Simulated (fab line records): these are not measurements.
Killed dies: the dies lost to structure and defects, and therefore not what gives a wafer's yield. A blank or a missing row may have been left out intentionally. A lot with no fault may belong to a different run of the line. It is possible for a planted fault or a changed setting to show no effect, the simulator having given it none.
Comparing a struck lot with a sound one / flow berkeley_cmos170 / 16 steps out of a route of 331
Sound: wafers L740.2, L740.3, L740.5. Struck: wafers L746.1, L746.5, L746.6. The cause comes at the end.
For every step that has rows: the tool of each side, followed by ch and its chambers, followed by its first start. Under that, the readings that differ: sound wafers / struck wafers / difference of the means / sigmas: that difference in standard deviations of wafers without a fault.
alike: a reading whose means differ by less than 2 such deviations, as well as words and numbers matching on both sides. not compared: withheld readings; readings where some wafer has no value; bounds like >300 that might hide an equal value; numbers whose values overlap and for which the record gives no deviation.
Wherever a step has rows on one side only, a row that says differs or no value, or a row with sigmas, the two part there. Numbers that don't overlap but have no deviation are shown without sigmas and don't part them. A reading that every wafer of one side lacks parts them only if that side has two wafers or more.

first, 5 steps without rows for these wafers: UCB170_NLDD_COAT_01 (resist thk 900 nm); UCB170_NLDD_SOFTBAKE_02 (time 60 s); UCB170_NLDD_EXPOSE_03 (exposes mask NSELECT, target cd 1200 nm); UCB170_NLDD_PEB_04; UCB170_NLDD_DEVELOP_05 (develop time 45 s).
UCB170_NLDD_CD_MEAS_06: target cd 1200 nm.
  struck on cd_sem-01, day 10 04:50; sound on cd_sem-02, day 9 06:22
  alike: cd_nm
UCB170_NLDD_OVL_MEAS_07:
  struck on overlay-01, day 10 04:58; sound on overlay-01, day 9 06:28
  alike: NLDD_OVL
then, 2 steps without rows for these wafers: UCB170_NLDD_IMPLANT_08; UCB170_NLDD_IMPLANT_09.
UCB170_NLDD_STRIP_10: strips in O2.
  sound on plasma_asher-02 ch 0,1, day 9 06:48; struck on plasma_asher-04 ch 0,1, day 10 05:18
  alike: chamber_pressure_mTorr, drypump_motor_current_A, oes_product_au, strip_time_to_endpoint_s
  not compared: rf_hours_counter_h
UCB170_NLDD_TW_MEAS_11:
  struck on film_metro-01, day 10 05:24; sound on film_metro-01, day 9 06:55
  alike: NLDD_TW
then, 1 step without rows for these wafers: UCB170_NLDD_CLEAN_12 (cleans in SPM, time 600 s).
UCB170_SPACER_CVD_00: deposits SiO2 from TEOS/O2, target thk 376 nm, time 47 s.
  sound on pecvd-01 ch 0,2, day 9 07:13; struck on pecvd-01 ch 1,2, day 10 05:38
  no value came back on the struck wafers for heater_power_w (W), pressure_mtorr (mTorr), susceptor_temp_C (C); on the sound wafers heater_power_w (W) reads 200 334 218
then, 1 step without rows for these wafers: UCB170_SPACER_ANNEAL_02 (time 1800 s).
UCB170_SPACER_ETCHBACK_03: etches SiO2 in CHF3/CF4/Ar, stops on Si, target depth 376 nm, time 100 s.
  sound on rie_diel-03 ch 0,1, day 9 16:18; struck on rie_diel-03 ch 0,3, day 10 08:54
  alike: chamber_pressure_mTorr, drypump_motor_current_A, oes_product_au, throttle_valve_pct
  not compared: rf_hours_counter_h, model.etch.depth_nm
UCB170_M3_PROBE_99:
  rows exist in the record for the struck wafers here (prober-02, day 11 16:18), but not for the sound ones

WHERE THEY PART
Last at UCB170_M3_PROBE_99 as far as this record goes, first at UCB170_SPACER_CVD_00.

WHY: the cause the simulator had injected
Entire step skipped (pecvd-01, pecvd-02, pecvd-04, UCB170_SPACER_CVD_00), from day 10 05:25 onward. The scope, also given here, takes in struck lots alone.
